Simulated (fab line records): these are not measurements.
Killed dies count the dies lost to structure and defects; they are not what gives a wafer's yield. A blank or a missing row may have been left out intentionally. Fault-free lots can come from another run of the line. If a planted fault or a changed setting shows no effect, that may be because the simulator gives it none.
A struck lot beside a sound one -- flow berkeley-cmos170 -- 15 steps out of a route of 331
Sound: wafers L344.1, L344.3, L344.6. Struck: wafers L348.1, L348.5, L348.6. At the end, the cause is stated.
Per side, at each step with rows, come the tool, then ch with its chambers, and then its first start. Under that, the readings that differ: sound wafers -- struck wafers -- difference of the means -- sigmas: that difference in standard deviations of wafers without a fault.
alike: same words and numbers on both sides, and readings whose means sit less than 2 such deviations apart. not compared: any withheld reading, any reading some wafer has no value for, any bound like >300 that may hide the same value, and any number with overlapping values for which the record gives no deviation.
The two part at a step that has a row with sigmas, a row that says differs or no value, or rows on one side only. Numbers that don't overlap but have no deviation are shown without sigmas and don't part them. Lack of a reading on every wafer of one side parts them only where that side has two or more wafers.

first, 4 steps without rows for these wafers: UCB170_NSD_CLEAN_11 (cleans in SPM, time 600 s); UCB170_BACKSIDE_HMDS_00 (prime time 60 s); UCB170_BACKSIDE_COAT_01 (resist thk 900 nm); UCB170_BACKSIDE_SOFTBAKE_02 (time 60 s).
UCB170_BACKSIDE_STRIP_03: strips in O2.
  sound on plasma-asher-04 ch 1, day 11 16:24; struck on plasma-asher-01 ch 0,1, day 12 06:04
  alike: drypump-motor-current-A, oes-product-au, strip-time-to-endpoint-s
  not compared: rf-hours-counter-h
then, 1 step without rows for these wafers: UCB170_BACKSIDE_CLEAN_04 (cleans in SPM, time 600 s).
UCB170_SDANNEAL_RTA_00: time 10.41 s.
  sound on rtp-anneal-01 ch 0, day 11 16:46; struck on rtp-anneal-01 ch 0, day 12 06:20
  alike: lamp-power-pct, wafer_temp_C_max
UCB170_SDANNEAL_RTA_01: time 5 s.
  sound on rtp-anneal-01 ch 0, day 11 16:50; struck on rtp-anneal-01 ch 0, day 12 06:25
  alike: lamp-power-pct, wafer_temp_C_max
UCB170_SDANNEAL_RS_MEAS_02: a four-point-probe measurement.
  sound: film-metro-04 at day 11 16:53; struck: film-metro-04 at day 12 06:28
  alike: PSD_RS
UCB170_SDANNEAL_RS_MEAS_03: a four-point-probe measurement.
  sound: film-metro-04 at day 11 17:01; struck: film-metro-04 at day 12 06:35
reading,sound,struck,difference,sigmas
NSD_RS (ohm/sq),37.33 37.36 37.37,37.09 37.14 37.04,-0.26,-3
UCB170_SDANNEAL_RS_MEAS_04: a four-point-probe measurement.
  sound: film-metro-04 at day 11 17:08; struck: film-metro-04 at day 12 06:43
  alike: PLDD_RS
UCB170_SDANNEAL_RS_MEAS_05: a four-point-probe measurement.
  sound: film-metro-04 at day 11 17:15; struck: film-metro-04 at day 12 06:50
  alike: NLDD_RS
UCB170_SILICIDE_PRE_CLEAN_00: preclean etch time 60 s.
  sound: pvd-sputter-01 at day 11 17:22; struck: pvd-sputter-03 at day 12 06:57
reading,sound,struck,difference,sigmas
preclean-etch-time-s (s),60 60 60,- - -,no value on the struck wafers,
UCB170_SILICIDE_SPUTTER_01: material Ti, target thk 30 nm, time 25 s.
  sound: pvd-sputter-01 at day 11 17:26; struck: pvd-sputter-03 at day 12 07:01
  alike: throttle-valve-pct
UCB170_M3_PROBE_99:
  the record holds rows for the sound wafers here (prober-01, day 12 22:46) but none for the struck ones

## WHERE THEY PART
At UCB170_SDANNEAL_RS_MEAS_03 first; at UCB170_M3_PROBE_99 last (within this record only).

WHY: the cause the simulator had injected
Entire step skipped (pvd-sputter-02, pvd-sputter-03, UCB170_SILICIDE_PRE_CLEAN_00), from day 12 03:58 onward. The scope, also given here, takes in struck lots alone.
